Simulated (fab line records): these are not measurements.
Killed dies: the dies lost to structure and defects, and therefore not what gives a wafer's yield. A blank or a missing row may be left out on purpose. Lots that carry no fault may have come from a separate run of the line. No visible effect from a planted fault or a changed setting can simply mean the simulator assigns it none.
Which tool is to blame? :: flow berkeley_cmos170 :: 13 lots, 39 wafers sampled, at 4 steps of a route of 331

== WHAT THE GAUGES READ, wafer by wafer ==
UCB170_M2_OVL_MEAS_16.
lot: L858
measured: day 8 11:28
on: overlay-01
M2_OVL (nm): -6 -1 -4

lot: L861
measured: day 9 00:19
on: overlay-02
M2_OVL (nm): -6 -4 -2

lot: L862
measured: day 9 09:49
on: overlay-02
M2_OVL (nm): -7 -11 -8

lot: L864
measured: day 9 18:49
on: overlay-02
M2_OVL (nm): -1 1 -13

lot: L865
measured: day 9 20:41
on: overlay-02
M2_OVL (nm): 3 0 -4

lot: L868
measured: day 10 08:41
on: overlay-01
M2_OVL (nm): -5 -11 -4

lot: L869
measured: day 10 09:41
on: overlay-02
M2_OVL (nm): -9 -10 -2

lot: L867
measured: day 10 11:46
on: overlay-02
M2_OVL (nm): -10 -5 -2

lot: L871
measured: day 11 08:58
on: overlay-01
M2_OVL (nm): 1 -6 -3

lot: L878
measured: day 12 11:03
on: overlay-01
M2_OVL (nm): -3 5 0

lot: L881
measured: day 13 07:41
on: overlay-02
M2_OVL (nm): -1 -8 -8

lot: L879
measured: day 13 09:59
on: overlay-01
M2_OVL (nm): 7 -5 1

lot: L880
measured: day 13 11:56
on: overlay-02
M2_OVL (nm): -5 -4 -13

UCB170_V2_THK_MEAS_01.
lot: L858
measured: day 8 12:06
on: film_metro-04
V2_TEOS_THK (nm): 2020 1978 2029

lot: L861
measured: day 9 01:04
on: film_metro-04
V2_TEOS_THK (nm): 1979 1990 2006

lot: L862
measured: day 9 10:32
on: film_metro-04
V2_TEOS_THK (nm): 1959 2011 2010

lot: L864
measured: day 9 19:27
on: film_metro-01
V2_TEOS_THK (nm): 1978 1967 2022

lot: L865
measured: day 9 21:39
on: film_metro-01
V2_TEOS_THK (nm): 1997 2011 2014

lot: L868
measured: day 10 09:19
on: film_metro-02
V2_TEOS_THK (nm): 2013 2004 1991

lot: L869
measured: day 10 10:20
on: film_metro-02
V2_TEOS_THK (nm): 1970 1983 1985

lot: L867
measured: day 10 12:24
on: film_metro-04
V2_TEOS_THK (nm): 1982 2002 2028

lot: L871
measured: day 11 09:48
on: film_metro-04
V2_TEOS_THK (nm): 2017 2044 2021

lot: L878
measured: day 12 11:53
on: film_metro-02
V2_TEOS_THK (nm): 1970 1962 2003

lot: L881
measured: day 13 08:19
on: film_metro-02
V2_TEOS_THK (nm): 1956 1975 2001

lot: L879
measured: day 13 10:38
on: film_metro-04
V2_TEOS_THK (nm): 1984 2022 1991

lot: L880
measured: day 13 12:35
on: film_metro-04
V2_TEOS_THK (nm): 1968 1996 1997

UCB170_M3_THK_MEAS_03: measures by xrf.
lot: L858
measured: day 8 15:25
on: film_metro-03
M3_AL_THK (nm): 894 908 907

lot: L861
measured: day 9 04:20
on: film_metro-02
M3_AL_THK (nm): 881 879 876

lot: L862
measured: day 9 12:55
on: film_metro-01
M3_AL_THK (nm): 882 885 885

lot: L864
measured: day 9 22:08
on: film_metro-03
M3_AL_THK (nm): 900 891 891

lot: L865
measured: day 10 00:03
on: film_metro-03
M3_AL_THK (nm): 876 885 889

lot: L868
measured: day 10 11:49
on: film_metro-01
M3_AL_THK (nm): 888 881 890

lot: L869
measured: day 10 13:19
on: film_metro-01
M3_AL_THK (nm): 888 890 880

lot: L867
measured: day 10 15:11
on: film_metro-02
M3_AL_THK (nm): 879 889 881

lot: L871
measured: day 11 12:11
on: film_metro-03
M3_AL_THK (nm): 883 888 889

lot: L878
measured: day 12 14:16
on: film_metro-03
M3_AL_THK (nm): 889 884 882

lot: L881
measured: day 13 10:44
on: film_metro-01
M3_AL_THK (nm): 860 871 867

lot: L879
measured: day 13 13:19
on: film_metro-03
M3_AL_THK (nm): 874 871 878

lot: L880
measured: day 13 15:15
on: film_metro-01
M3_AL_THK (nm): 880 874 874

== WHICH TOOL RAN EACH LOT (tool, then ch and the chambers of the sampled wafers, then the start) ==
lot: L858
UCB170_V2_STRIP_15: plasma_asher-02 ch 0,1, day 8 14:56

lot: L861
UCB170_V2_STRIP_15: plasma_asher-03 ch 0,1, day 9 03:50

lot: L862
UCB170_V2_STRIP_15: plasma_asher-04 ch 0,1, day 9 12:26

lot: L864
UCB170_V2_STRIP_15: plasma_asher-03 ch 0,1, day 9 21:39

lot: L865
UCB170_V2_STRIP_15: plasma_asher-03 ch 0,1, day 9 23:34

lot: L868
UCB170_V2_STRIP_15: plasma_asher-02 ch 0,1, day 10 11:19

lot: L869
UCB170_V2_STRIP_15: plasma_asher-03 ch 0,1, day 10 12:49

lot: L867
UCB170_V2_STRIP_15: plasma_asher-04 ch 0,1, day 10 14:40

lot: L871
UCB170_V2_STRIP_15: plasma_asher-03 ch 0,1, day 11 11:43

lot: L878
UCB170_V2_STRIP_15: plasma_asher-02 ch 0,1, day 12 13:46

lot: L881
UCB170_V2_STRIP_15: plasma_asher-02 ch 1, day 13 10:14

lot: L879
UCB170_V2_STRIP_15: plasma_asher-02 ch 0,1, day 13 12:49

lot: L880
UCB170_V2_STRIP_15: plasma_asher-03 ch 0,1, day 13 14:46
- UCB170_V2_STRIP_15: strips in O2.

== WHAT THE TOOLS THEMSELVES READ (means of the sampled wafers that have a number; where no wafer has one, the mark that the record gives instead) ==
UCB170_V2_STRIP_15.
lot: L858
tool: plasma_asher-02
drypump_motor_current_A (A): 5.1
o2_flow_sccm (sccm): 399.4
oes_product_au (a.u.): 0.723
strip_time_to_endpoint_s (s): 15.31

lot: L861
tool: plasma_asher-03
drypump_motor_current_A (A): 6.0
o2_flow_sccm (sccm): 401.0
oes_product_au (a.u.): 0.721
strip_time_to_endpoint_s (s): 15.33

lot: L862
tool: plasma_asher-04
drypump_motor_current_A (A): 6.4
o2_flow_sccm (sccm): 400.9
oes_product_au (a.u.): 0.714
strip_time_to_endpoint_s (s): 15.32

lot: L864
tool: plasma_asher-03
drypump_motor_current_A (A): 6.0
o2_flow_sccm (sccm): 398.9
oes_product_au (a.u.): 0.723
strip_time_to_endpoint_s (s): 15.40

lot: L865
tool: plasma_asher-03
drypump_motor_current_A (A): 6.0
o2_flow_sccm (sccm): 399.8
oes_product_au (a.u.): 0.723
strip_time_to_endpoint_s (s): 15.34

lot: L868
tool: plasma_asher-02
drypump_motor_current_A (A): 5.6
o2_flow_sccm (sccm): 399.9
oes_product_au (a.u.): 0.725
strip_time_to_endpoint_s (s): 15.35

lot: L869
tool: plasma_asher-03
drypump_motor_current_A (A): 6.0
o2_flow_sccm (sccm): 400.8
oes_product_au (a.u.): 0.722
strip_time_to_endpoint_s (s): 15.23

lot: L867
tool: plasma_asher-04
drypump_motor_current_A (A): 6.4
o2_flow_sccm (sccm): 399.9
oes_product_au (a.u.): 0.721
strip_time_to_endpoint_s (s): 15.29

lot: L871
tool: plasma_asher-03
drypump_motor_current_A (A): 6.0
o2_flow_sccm (sccm): 373.5
oes_product_au (a.u.): 0.714
strip_time_to_endpoint_s (s): 15.42

lot: L878
tool: plasma_asher-02
drypump_motor_current_A (A): 5.5
o2_flow_sccm (sccm): 400.0
oes_product_au (a.u.): 0.720
strip_time_to_endpoint_s (s): 15.36

lot: L881
tool: plasma_asher-02
drypump_motor_current_A (A): 4.6
o2_flow_sccm (sccm): 400.0
oes_product_au (a.u.): 0.719
strip_time_to_endpoint_s (s): 15.30

lot: L879
tool: plasma_asher-02
drypump_motor_current_A (A): 5.5
o2_flow_sccm (sccm): 399.7
oes_product_au (a.u.): 0.721
strip_time_to_endpoint_s (s): 15.29

lot: L880
tool: plasma_asher-03
drypump_motor_current_A (A): 6.0
o2_flow_sccm (sccm): 400.8
oes_product_au (a.u.): 0.721
strip_time_to_endpoint_s (s): 15.32

== THE ANSWER, worked out from the rows above alone ==
Rule: what is usual is taken from the lots themselves. The widest of any qualifying gaps counts: lots, ordered by their means at a reading, are off when they make up no more than a third of the lots, leave a main group of 4 or more, and stand apart from it by 3 or more times the standard deviation of that group's means. A main group is skipped when, at the precision printed for the reading in the tables above, its means are all equal. A lot without any number at a reading at which 4 lots or more have one is off too. Any other lot the step has rows for is counted as sound. First the gauges in route order, then the tools' own readings, where a lot's mean is used as printed above. At the first step where some lot is off, the reading lying furthest off is the one used; lots without a number count as furthest.
Off, at UCB170_V2_STRIP_15 on o2_flow_sccm: L871. The main group has a mean of 400.1 sccm with a standard deviation of 0.63.
If a tool, at that step or one of the process steps before it, ran each lot that is off and ran no sound lot following the first of them, it fits. Of those tried, none fits.

== WHAT THE SIMULATOR HAD INSERTED ==
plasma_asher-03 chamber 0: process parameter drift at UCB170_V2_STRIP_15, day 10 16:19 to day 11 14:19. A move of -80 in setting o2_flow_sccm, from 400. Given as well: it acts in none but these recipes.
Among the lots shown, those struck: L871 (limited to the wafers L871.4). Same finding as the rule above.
